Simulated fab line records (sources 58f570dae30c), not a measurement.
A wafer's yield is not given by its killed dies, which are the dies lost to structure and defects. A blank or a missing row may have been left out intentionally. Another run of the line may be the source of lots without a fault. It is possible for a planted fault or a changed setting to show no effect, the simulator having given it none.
The tool behind it: which one? / flow berkeley_cmos170 / Sampling: 14 lots, 42 wafers, 5 of 331 route steps

== WHAT THE GAUGES READ, wafer by wafer ==
UCB170_PFIELD_TW_MEAS_09.
lot=L103; measured=day 5 02:53; on=film_metro-02; PFIELD_TW=606 602 605
lot=L105; measured=day 5 03:10; on=film_metro-01; PFIELD_TW=602 604 601
lot=L102; measured=day 5 03:13; on=film_metro-02; PFIELD_TW=602 601 606
lot=L104; measured=day 5 03:16; on=film_metro-03; PFIELD_TW=599 597 598
lot=L107; measured=day 5 18:50; on=film_metro-03; PFIELD_TW=600 598 601
lot=L106; measured=day 5 19:38; on=film_metro-02; PFIELD_TW=598 603 601
lot=L111; measured=day 7 05:35; on=film_metro-02; PFIELD_TW=608 606 607
lot=L112; measured=day 7 12:23; on=film_metro-01; PFIELD_TW=605 601 603
lot=L113; measured=day 7 15:26; on=film_metro-02; PFIELD_TW=603 606 601
lot=L114; measured=day 7 15:59; on=film_metro-03; PFIELD_TW=596 597 598
lot=L116; measured=day 7 17:09; on=film_metro-01; PFIELD_TW=607 605 607
lot=L118; measured=day 8 00:20; on=film_metro-01; PFIELD_TW=600 603 603
lot=L119; measured=day 8 11:01; on=film_metro-02; PFIELD_TW=603 608 608
lot=L123; measured=day 9 14:33; on=film_metro-01; PFIELD_TW=603 605 601

UCB170_GATE_OVL_MEAS_13.
lot=L103; measured=day 7 05:52; on=overlay-01; GATE_OVL (nm)=-6 -6 -9
lot=L105; measured=day 7 05:59; on=overlay-02; GATE_OVL (nm)=-10 -8 -2
lot=L102; measured=day 7 06:49; on=overlay-01; GATE_OVL (nm)=3 8 5
lot=L104; measured=day 7 06:28; on=overlay-01; GATE_OVL (nm)=-2 -1 0
lot=L107; measured=day 7 22:15; on=overlay-01; GATE_OVL (nm)=8 9 6
lot=L106; measured=day 7 22:19; on=overlay-02; GATE_OVL (nm)=-9 -16 -7
lot=L111; measured=day 8 22:49; on=overlay-02; GATE_OVL (nm)=-10 -9 -4
lot=L112; measured=day 9 09:56; on=overlay-02; GATE_OVL (nm)=-1 3 -8
lot=L113; measured=day 9 14:41; on=overlay-02; GATE_OVL (nm)=-7 -2 -9
lot=L114; measured=day 9 15:40; on=overlay-01; GATE_OVL (nm)=4 2 2
lot=L116; measured=day 9 18:01; on=overlay-02; GATE_OVL (nm)=6 4 0
lot=L118; measured=day 9 17:55; on=overlay-01; GATE_OVL (nm)=-3 1 -1
lot=L119; measured=day 10 09:02; on=overlay-01; GATE_OVL (nm)=-5 -2 2
lot=L123; measured=day 11 08:55; on=overlay-01; GATE_OVL (nm)=8 0 4

UCB170_NLDD_TW_MEAS_11.
lot=L103; measured=day 7 13:40; on=film_metro-02; NLDD_TW=2230 2230 2231
lot=L105; measured=day 7 14:02; on=film_metro-04; NLDD_TW=2262 2273 2248
lot=L102; measured=day 7 14:38; on=film_metro-03; NLDD_TW=2201 2207 2201
lot=L104; measured=day 7 14:19; on=film_metro-02; NLDD_TW=2233 2227 2219
lot=L107; measured=day 8 06:35; on=film_metro-02; NLDD_TW=2228 2226 2233
lot=L106; measured=day 8 06:44; on=film_metro-03; NLDD_TW=2207 2215 2201
lot=L111; measured=day 9 03:55; on=film_metro-03; NLDD_TW=2216 2238 2220
lot=L112; measured=day 9 17:29; on=film_metro-02; NLDD_TW=2236 2230 2222
lot=L113; measured=day 9 19:39; on=film_metro-03; NLDD_TW=2227 2221 2224
lot=L114; measured=day 9 21:55; on=film_metro-03; NLDD_TW=2238 2214 2224
lot=L116; measured=day 9 23:17; on=film_metro-04; NLDD_TW=2266 2266 2279
lot=L118; measured=day 9 22:44; on=film_metro-03; NLDD_TW=2212 2213 2230
lot=L119; measured=day 10 12:56; on=film_metro-04; NLDD_TW=2233 2252 2254
lot=L123; measured=day 11 12:59; on=film_metro-02; NLDD_TW=2250 2247 2244

UCB170_SPACER_THK_MEAS_01.
lot=L103; measured=day 7 14:29; on=film_metro-02; SPACER_TEOS_THK (nm)=375 378 376
lot=L105; measured=day 7 14:29; on=film_metro-03; SPACER_TEOS_THK (nm)=371 379 386
lot=L102; measured=day 7 15:14; on=film_metro-01; SPACER_TEOS_THK (nm)=366 377 375
lot=L104; measured=day 7 14:52; on=film_metro-02; SPACER_TEOS_THK (nm)=373 383 379
lot=L107; measured=day 8 07:52; on=film_metro-01; SPACER_TEOS_THK (nm)=374 372 374
lot=L106; measured=day 8 07:52; on=film_metro-03; SPACER_TEOS_THK (nm)=373 366 375
lot=L111; measured=day 9 04:11; on=film_metro-02; SPACER_TEOS_THK (nm)=369 365 372
lot=L112; measured=day 9 17:58; on=film_metro-01; SPACER_TEOS_THK (nm)=378 386 376
lot=L113; measured=day 9 19:56; on=film_metro-03; SPACER_TEOS_THK (nm)=371 371 370
lot=L114; measured=day 9 22:11; on=film_metro-01; SPACER_TEOS_THK (nm)=376 377 376
lot=L116; measured=day 10 00:45; on=film_metro-02; SPACER_TEOS_THK (nm)=741 747 752
lot=L118; measured=day 10 00:45; on=film_metro-01; SPACER_TEOS_THK (nm)=738 757 767
lot=L119; measured=day 10 13:13; on=film_metro-01; SPACER_TEOS_THK (nm)=365 376 377
lot=L123; measured=day 11 13:16; on=film_metro-02; SPACER_TEOS_THK (nm)=378 377 384

== TOOL THAT RAN EACH LOT (tool first, then ch and the chambers of the sampled wafers, then the start) ==
lot=L103; UCB170_SPACER_CVD_00=pecvd-02 ch 0,1,2, day 7 14:26
lot=L105; UCB170_SPACER_CVD_00=pecvd-04 ch 0,2, day 7 14:26
lot=L102; UCB170_SPACER_CVD_00=pecvd-02 ch 1,2, day 7 15:12
lot=L104; UCB170_SPACER_CVD_00=pecvd-01 ch 0,1, day 7 14:49
lot=L107; UCB170_SPACER_CVD_00=pecvd-04 ch 0,1,2, day 8 07:49
lot=L106; UCB170_SPACER_CVD_00=pecvd-02 ch 0,1, day 8 07:49
lot=L111; UCB170_SPACER_CVD_00=pecvd-01 ch 1,2, day 9 04:09
lot=L112; UCB170_SPACER_CVD_00=pecvd-02 ch 0,2, day 9 17:55
lot=L113; UCB170_SPACER_CVD_00=pecvd-01 ch 0,1,2, day 9 19:53
lot=L114; UCB170_SPACER_CVD_00=pecvd-01 ch 0,1,2, day 9 22:08
lot=L116; UCB170_SPACER_CVD_00=pecvd-04 ch 0,1,2, day 10 00:30
lot=L118; UCB170_SPACER_CVD_00=pecvd-02 ch 1,2, day 10 00:30
lot=L119; UCB170_SPACER_CVD_00=pecvd-02 ch 1,2, day 10 13:10
lot=L123; UCB170_SPACER_CVD_00=pecvd-01 ch 1,2, day 11 13:13
- UCB170_SPACER_CVD_00: deposits SiO2 from TEOS/O2, target thk 376 nm, time 47 s.

== WHAT THE TOOLS THEMSELVES READ (means of the sampled wafers that have a number; where no wafer has one, the mark that the record gives instead) ==
UCB170_SPACER_CVD_00.
lot=L103; tool=pecvd-02; heater_power_w (W)=249
lot=L105; tool=pecvd-04; heater_power_w (W)=268
lot=L102; tool=pecvd-02; heater_power_w (W)=255
lot=L104; tool=pecvd-01; heater_power_w (W)=243
lot=L107; tool=pecvd-04; heater_power_w (W)=280
lot=L106; tool=pecvd-02; heater_power_w (W)=236
lot=L111; tool=pecvd-01; heater_power_w (W)=235
lot=L112; tool=pecvd-02; heater_power_w (W)=195
lot=L113; tool=pecvd-01; heater_power_w (W)=234
lot=L114; tool=pecvd-01; heater_power_w (W)=228
lot=L116; tool=pecvd-04; heater_power_w (W)=256
lot=L118; tool=pecvd-02; heater_power_w (W)=262
lot=L119; tool=pecvd-02; heater_power_w (W)=271
lot=L123; tool=pecvd-01; heater_power_w (W)=232

== THE ANSWER, worked out from the rows above alone ==
Rule: what is usual is taken from the lots themselves. The widest of any qualifying gaps counts: lots, ordered by their means at a reading, are off when they make up no more than a third of the lots, leave a main group of 4 or more, and stand apart from it by 3 or more times the standard deviation of that group's means. A main group is skipped when, at the precision printed for the reading in the tables above, its means are all equal. A lot without any number at a reading at which 4 lots or more have one is off too. Any other lot the step has rows for is counted as sound. The gauges are gone through in route order, then the tools' own readings, and for those a lot's mean is taken as printed above. At the first step where some lot is off, the reading lying furthest off is the one used; lots without a number count as furthest.
Off: L116, L118, seen at UCB170_SPACER_THK_MEAS_01 (SPACER_TEOS_THK). For the main group the mean is 375 nm and the standard deviation 3.7.
A tool fits if, at a process step before that reading, it ran every lot that is off, and no sound lot after the first of them. Gauges at UCB170_SPACER_THK_MEAS_01: tried the same way as those tools. No candidate that was tried fits.

== WHAT HAD BEEN PUT IN BY THE SIMULATOR ==
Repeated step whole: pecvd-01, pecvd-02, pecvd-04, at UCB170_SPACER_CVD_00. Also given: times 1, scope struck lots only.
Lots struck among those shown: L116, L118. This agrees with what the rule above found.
